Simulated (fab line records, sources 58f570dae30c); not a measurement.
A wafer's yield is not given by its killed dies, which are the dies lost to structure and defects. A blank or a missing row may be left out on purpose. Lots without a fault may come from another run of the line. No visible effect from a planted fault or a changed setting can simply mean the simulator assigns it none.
Matching of chambers -- flow berkeley_cmos170 -- cmp-02 running UCB170_V2_CMP_02: 4 sister chambers
The step polishes SiO2. 4 wafers are shown with their chamber, then 6 later ones without.

== WAFERS, EACH WITH ITS CHAMBER ==
wafer,chamber,motor_current_A (A)
L263.2,3,17.1
L267.5,2,14.5
L270.5,1,14.2
L270.6,0,15.2

== WAFERS WITH NO CHAMBER GIVEN ==
wafer,motor_current_A (A)
L273.2,14.0
L273.5,15.5
L273.6,13.8
L274.1,14.8
L274.2,14.0
L274.4,15.2

== WHICH CHAMBER EACH ONE RAN IN ==
wafer,from the rows above,in truth
L273.2,can't be placed: 1 or 2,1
L273.5,0,0
L273.6,can't be placed: 1 or 2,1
L274.1,can't be placed: 2 or 0 or 1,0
L274.2,can't be placed: 1 or 2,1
L274.4,0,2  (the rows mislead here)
Placed correctly: 1 of 6. Cannot be placed on the basis of these rows: 4; the candidates contain the true chamber in 4. 1 placed wrongly.
How it was worked out, from the rows above alone: a wafer's distance from a chamber is the root of the sum, over the readings, of the square of ((its reading less the chamber's mean) divided by the reading's scatter). If the next closest chamber is less than 2 further off than the closest, the wafer can't be placed; otherwise it belongs to the closest. The mean given for a chamber averages the wafers shown for that chamber. The scatter: with one shown wafer a chamber, the root of the mean of the squares of how far each hidden wafer lies from its nearest shown one.
